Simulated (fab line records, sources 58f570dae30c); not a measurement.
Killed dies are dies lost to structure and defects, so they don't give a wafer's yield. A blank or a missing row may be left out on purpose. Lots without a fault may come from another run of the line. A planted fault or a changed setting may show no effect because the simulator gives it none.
fab line records | flow berkeley_cmos170 | part 2 of 2: steps 25 to 36 of 36
record lots=5 wafers=15 last_day=11
route steps=331 shown START@4 ZERO@6 NWELL@14 PWELL@34
lots that met no fault: from a run of the same line without faults
start_h: hours from the record's first day to the start of the lot's first wafer shown | wait_h: hours since the lot's step before | " the same as in the row above | L1.1+2: a row that stands for several wafers | - no value, or no start given | * or withheld: withheld | < > ~ a bound
route shown NAME@n: a module of which the file shows steps, and the number in the route of the first | usual: mean/standard deviation of fault-free wafers | same: alike in all rows | chamber/n: place in a boat | sites: the reading at each site | _std_site: their standard deviation | _edge_site: outer sites' mean less inner sites' | radius_mm: how far each site lies from the wafer's centre | mask NAME#n: copy n | behind: the tool/chamber that last shaped the wafer | hold: why the lot was held/for how many hours/how that ended | device: the transistor (n, p or np) that didn't switch | end of line: the same wafers' tests at the end of the route | a step without rows: its recipe alone | killed: dies lost to structure and defects at the first sort, not the wafer's yield | map: a wafer's dies, x killed, . not, _ none there
set.NAME: the setting as run; set.NAME@STEP: as run at that earlier step | model.NAME: the simulator's own value behind a step, which no gauge read
lots at some steps of the route; a table a step, a row a wafer
services: from which hour (start_h, from the record's first day; less than 0 if before it) a tool's chamber was out of use, for how many hours, and why
## steps
# step UCB170_NWELL_IMPLANT_14
# recipe species=P dose_cm2=1e+13 energy_kev=150 tilt_deg=7
# usual beam_energy_keV=150.00/0.048 beam_on_s=9.99/0.19
# columns lot.wafer tool chamber start_h wait_h beam_energy_keV beam_on_s
L075.2 implanter-04 0 42.97 0.1 149.97 10.40
L075.3 " 0 " " 149.95 10.13
L075.6 " 0 " " 149.93 9.63
L083.1 implanter-04 0 83.55 0.1 150.04 10.29
L083.5 " 0 " " 149.97 10.06
L083.6 " 0 " " 150.01 9.87
L084.1 implanter-03 0 85.21 0.1 149.97 9.89
L084.2 " 0 " " 149.91 10.13
L084.4 " 0 " " 149.94 10.25
L085.1 implanter-03 0 92.87 0.1 150.06 10.15
L085.4 " 0 " " 149.98 9.97
L085.5 " 0 " " 150.06 9.74
L089.2 implanter-03 0 106.25 0.1 150.01 10.03
L089.4 " 0 " " 150.00 10.03
L089.5 " 0 " " 149.99 9.93
# step UCB170_NWELL_STRIP_15
# recipe chemistry=O2 power_w=400 pressure_mtorr=3500 platen_temp_c=withheld o2_flow_sccm=400 overash_fraction=0.5
# usual drypump_motor_current_A=5.6/0.5 oes_product_au=0.721/0.0046 strip_time_to_endpoint_s=18.11/0.081
# columns lot.wafer tool chamber start_h wait_h drypump_motor_current_A oes_product_au rf_hours_counter_h strip_time_to_endpoint_s
L075.2 plasma_asher-02 0 43.10 0.1 5.3 0.723 24 18.16
L075.3 " 0 " " 5.3 0.722 - 18.09
L075.6 " 0 " " 5.3 0.717 - 18.15
L083.1 plasma_asher-02 1 83.70 0.1 5.7 0.720 28 18.01
L083.5 " 1 " " 5.7 0.715 - 17.99
L083.6 " 0 " " 5.3 0.718 - 17.95
L084.1 plasma_asher-03 0 85.36 0.1 5.7 0.716 36 18.07
L084.2 " 1 " " 6.5 0.721 36 18.06
L084.4 " 1 " " 6.4 0.719 - 18.05
L085.1 plasma_asher-04 0 93.02 0.1 6.0 0.729 34 18.05
L085.4 " 0 " " 6.0 0.722 - 18.02
L085.5 " 0 " " 6.0 0.723 - 18.10
L089.2 plasma_asher-03 1 106.38 0.1 6.5 0.721 38 18.15
L089.4 " 0 " " 5.7 0.718 - 18.16
L089.5 " 0 " " 5.7 0.720 - 18.17
# step UCB170_NWELL_TW_MEAS_16
# usual NWELL_TW=1243/11
# columns lot.wafer tool chamber start_h wait_h NWELL_TW
L075.2 film_metro-04 - 43.21 0.1 1245
L075.3 " - " " 1246
L075.6 " - " " 1243
L083.1 film_metro-04 - 83.80 0.1 1251
L083.5 " - " " 1248
L083.6 " - " " 1253
L084.1 film_metro-01 - 85.46 0.1 1246
L084.2 " - " " 1252
L084.4 " - " " 1251
L085.1 film_metro-02 - 93.12 0.1 1225
L085.4 " - " " 1232
L085.5 " - " " 1229
L089.2 film_metro-01 - 106.49 0.1 1245
L089.4 " - " " 1243
L089.5 " - " " 1251
# step UCB170_NWELL_CLEAN_17
# recipe chemistry=SPM temp_c=120 time_s=600
# columns lot.wafer tool chamber start_h wait_h
L075.2+3+6 wet_bench-01 1 43.26 0.0
L083.1+5+6 wet_bench-01 1 83.86 0.1
L084.1+2+4 wet_bench-04 0 85.52 0.1
L085.1+4+5 wet_bench-02 3 93.18 0.1
L089.2+4+5 wet_bench-04 2 106.54 0.0
# step UCB170_NWELL_WET_ETCH_18
# recipe chemistry=H3PO4 target=Si3N4 temp_c=160 time_s=14400
# columns lot.wafer tool chamber start_h wait_h
L075.2+3+6 wet_bench-04 2 43.43 0.0
L083.1+5+6 wet_bench-01 3 84.38 0.3
L084.1+2+4 wet_bench-02 3 85.71 0.0
L085.1+4+5 wet_bench-02 2 93.36 0.0
L089.2+4+5 wet_bench-01 0 106.71 0.0
# step UCB170_NWELL_WET_ETCH_19
# recipe chemistry=BOE dilution=5:1 target=SiO2 temp_c=25 time_s=22
# columns lot.wafer tool chamber start_h wait_h
L075.2+3+6 wet_bench-02 0 47.49 0.1
L083.1+5+6 wet_bench-02 0 90.08 1.7
L084.1+2+4 wet_bench-02 3 90.29 0.2
L085.1+4+5 wet_bench-01 2 97.37 0.0
L089.2+4+5 wet_bench-01 3 110.94 0.2
# step UCB170_PWELL_CLEAN_00
# recipe chemistry=SPM temp_c=120 time_s=600
# columns lot.wafer tool chamber start_h wait_h
L075.2+3+6 wet_bench-02 2 47.51 0.0
L083.1+5+6 wet_bench-02 2 90.30 0.2
L084.1+2+4 wet_bench-02 2 90.68 0.4
L085.1+4+5 wet_bench-02 3 97.38 0.0
L089.2+4+5 wet_bench-04 3 111.18 0.2
# step UCB170_PWELL_CLEAN_01
# recipe chemistry=dHF dilution=25:1 time_s=60
# columns lot.wafer tool chamber start_h wait_h
L075.2+3+6 wet_bench-02 1 47.68 0.0
L083.1+5+6 wet_bench-02 1 90.87 0.4
L084.1+2+4 wet_bench-02 3 91.09 0.2
L085.1+4+5 wet_bench-01 3 97.57 0.0
L089.2+4+5 wet_bench-04 0 111.36 0.0
# step UCB170_PWELL_OXIDATION_02
# recipe temp_c=1000 ambient=O2 target_thk_a=264 ox_time_s=1260
# usual zone_power_load_pct=35/4.3
# columns lot.wafer tool chamber start_h wait_h zone_power_load_pct
L075.2 furnace-02 0 50.91 3.2 39
L075.3 " 0 " " 40
L075.6 " 0 " " 39
L083.1 furnace-02 0 95.21 4.3 39
L083.5 " 0 " " 40
L083.6 " 0 " " 40
L084.1 furnace-02 0 95.21 4.1 40
L084.2 " 0 " " 39
L084.4 " 0 " " 39
L085.1 furnace-04 0 105.84 8.2 30
L085.4 " 0 " " 30
L085.5 " 0 " " 30
L089.2 furnace-01 0 116.48 5.1 32
L089.4 " 0 " " 31
L089.5 " 0 " " 32
# step UCB170_PWELL_THK_MEAS_03
# recipe reads=SiO2_of_PWELL_OXIDATION_02
# usual PWELL_OXIDE_THK=26.6/0.58
# columns lot.wafer tool chamber start_h wait_h PWELL_OXIDE_THK[nm]
L075.2 film_metro-01 - 52.27 0.0 26.5
L075.3 " - " " 26.3
L075.6 " - " " 26.4
L083.1 film_metro-03 - 96.56 0.0 26.2
L083.5 " - " " 26.5
L083.6 " - " " 26.2
L084.1 film_metro-02 - 96.56 0.0 26.6
L084.2 " - " " 26.8
L084.4 " - " " 26.8
L085.1 film_metro-02 - 107.19 0.0 25.3
L085.4 " - " " 24.5
L085.5 " - " " 25.4
L089.2 film_metro-01 - 117.90 0.1 26.1
L089.4 " - " " 26.1
L089.5 " - " " 26.0
# step UCB170_PWELL_ANNEAL_04
# recipe temp_c=1000 time_s=900 ambient=N2
# usual zone_power_load_pct=35/4.3
# columns lot.wafer tool chamber start_h wait_h zone_power_load_pct
L075.2 furnace-04 0 55.25 3.0 30
L075.3 " 0 " " 30
L075.6 " 0 " " 30
L083.1 furnace-02 0 104.39 7.8 40
L083.5 " 0 " " 40
L083.6 " 0 " " 39
L084.1 furnace-02 0 104.39 7.8 40
L084.2 " 0 " " 40
L084.4 " 0 " " 39
L085.1 furnace-04 0 113.36 6.2 30
L085.4 " 0 " " 30
L085.5 " 0 " " 31
L089.2 furnace-04 0 123.54 5.6 30
L089.4 " 0 " " 30
L089.5 " 0 " " 30
# step UCB170_PWELL_CVD_05
# recipe material=Si3N4 target_thk_nm=220 temp_c=800 precursor=SiH2Cl2/NH3 time_s=3300 pressure_mtorr=200 sih2cl2_flow_sccm=25 nh3_flow_sccm=75
# usual zone_power_load_pct=21.2/1.3
# columns lot.wafer tool chamber start_h wait_h zone_power_load_pct
L075.2 lpcvd-01 0 56.50 0.0 20.1
L075.3 " 0 " " 20.4
L075.6 " 0 " " 20.1
L083.1 lpcvd-01 1 105.64 0.0 21.7
L083.5 " 1 " " 21.5
L083.6 " 1 " " 21.5
L084.1 lpcvd-01 1 105.64 0.0 21.3
L084.2 " 1 " " 21.3
L084.4 " 1 " " 21.7
L085.1 lpcvd-02 1 114.61 0.0 20.9
L085.4 " 1 " " 20.9
L085.5 " 1 " " 21.0
L089.2 lpcvd-02 0 124.79 0.0 24.7
L089.4 " 0 " " 24.1
L089.5 " 0 " " 25.0
## services
# columns tool chamber start_h hours kind
krf_scanner-01 - 3.48 1.3 pm
lpcvd-01 - 12.57 6.0 pm
furnace-04 - 15.11 2.8 pm
plasma_asher-03 - 24.77 2.8 pm
furnace-02 - 24.85 14.0 pm
lpcvd-02 - 30.81 2.6 repair
rie_diel-03 0 31.07 7.1 repair
plasma_asher-04 - 35.20 0.7 repair
rie_diel-03 3 36.57 3.8 repair
furnace-02 - 41.58 3.7 pm
lpcvd-02 - 47.64 0.3 repair
krf_scanner-02 - 53.58 0.6 repair
furnace-04 - 56.50 3.4 pm
krf_scanner-02 - 67.08 4.4 pm
krf_scanner-01 - 69.13 0.3 repair
lpcvd-01 - 73.65 1.2 repair
krf_scanner-02 - 77.64 1.0 pm
rie_diel-04 2 82.90 9.5 repair
furnace-01 - 88.98 18.9 pm
krf_scanner-02 - 92.08 0.8 pm
krf_scanner-01 - 99.67 1.0 pm
furnace-01 - 107.91 3.3 pm
plasma_asher-03 - 108.75 9.0 pm
furnace-01 - 111.24 3.6 pm
